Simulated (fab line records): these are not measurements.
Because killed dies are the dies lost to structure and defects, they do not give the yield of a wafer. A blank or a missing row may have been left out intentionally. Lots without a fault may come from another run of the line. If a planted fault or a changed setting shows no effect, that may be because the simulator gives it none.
Which tool is to blame? / flow berkeley_cmos170 / 7 lots, 21 wafers sampled, at 3 steps of a route of 331

WHAT EACH GAUGE READ, for each wafer
UCB170_CONTACT_CD_MEAS_90: the cd target is 700 nm.
lot=L169; measured=day 7 13:27; on=cd_sem-01; cd_nm (nm)=703.1 700.4 700.9
lot=L171; measured=day 8 08:09; on=cd_sem-02; cd_nm (nm)=- - -
lot=L175; measured=day 8 03:32; on=cd_sem-02; cd_nm (nm)=- - -
lot=L183; measured=day 10 02:19; on=cd_sem-01; cd_nm (nm)=698.3 698.7 699.6
lot=L186; measured=day 10 20:05; on=cd_sem-02; cd_nm (nm)=700.6 699.3 702.5
lot=L188; measured=day 11 05:34; on=cd_sem-01; cd_nm (nm)=700.2 702.6 698.9
lot=L189; measured=day 11 08:13; on=cd_sem-02; cd_nm (nm)=699.3 699.3 697.8

EACH LOT AND THE TOOL THAT RAN IT (in order: tool; ch and the chambers of the sampled wafers; start)
lot=L169; UCB170_SDANNEAL_RTA_01=rtp_anneal-01 ch 0, day 7 06:43; UCB170_CONTACT_ETCH_18=rie_diel-03 ch 1,2, day 7 13:00
lot=L171; UCB170_SDANNEAL_RTA_01=rtp_anneal-02 ch 0, day 7 22:43; UCB170_CONTACT_ETCH_18=rie_diel-02 ch 1,3, day 8 07:00
lot=L175; UCB170_SDANNEAL_RTA_01=rtp_anneal-01 ch 0, day 7 22:16; UCB170_CONTACT_ETCH_18=rie_diel-03 ch 0,1,3, day 8 03:00
lot=L183; UCB170_SDANNEAL_RTA_01=rtp_anneal-02 ch 0, day 9 19:31; UCB170_CONTACT_ETCH_18=rie_diel-04 ch 1,3, day 10 02:00
lot=L186; UCB170_SDANNEAL_RTA_01=rtp_anneal-01 ch 0, day 10 12:39; UCB170_CONTACT_ETCH_18=rie_diel-04 ch 0,2, day 10 19:00
lot=L188; UCB170_SDANNEAL_RTA_01=rtp_anneal-02 ch 0, day 11 00:33; UCB170_CONTACT_ETCH_18=rie_diel-02 ch 0,1,3, day 11 05:00
lot=L189; UCB170_SDANNEAL_RTA_01=rtp_anneal-01 ch 0, day 11 00:56; UCB170_CONTACT_ETCH_18=rie_diel-04 ch 0,2,3, day 11 07:00
- UCB170_SDANNEAL_RTA_01: time 5 s.
- UCB170_CONTACT_ETCH_18: etches PSG in CHF3/CF4/Ar, stops on TiSi2, target depth 840 nm, time 195 s.

THE ANSWER, worked out from the rows above alone
Rule: what is usual is taken from the lots themselves. Put in order of their means at a reading, lots are off if they are a third of the lots or fewer, leave a main group of 4 or more, and stand apart from it by a gap of 3 or more times the standard deviation of the main group's means; of several such gaps the widest counts. A main group whose means are all the same, to the digits that the tables above print for the reading, isn't used. A lot without any number at a reading at which 4 lots or more have one is off too. Where the step has rows for the other lots, those lots are counted as sound.
Off: L171, L175, at UCB170_CONTACT_CD_MEAS_90 (cd_nm). Without a number there: L171, L175. The main group: mean 700.1 nm, standard deviation 1.1.
A tool fits if, at a process step before that reading, it ran every lot that is off, and no sound lot after the first of them. The gauges at UCB170_CONTACT_CD_MEAS_90 are tried like those tools. Of those tried, none fits.

WHAT THE SIMULATOR HAD INSERTED
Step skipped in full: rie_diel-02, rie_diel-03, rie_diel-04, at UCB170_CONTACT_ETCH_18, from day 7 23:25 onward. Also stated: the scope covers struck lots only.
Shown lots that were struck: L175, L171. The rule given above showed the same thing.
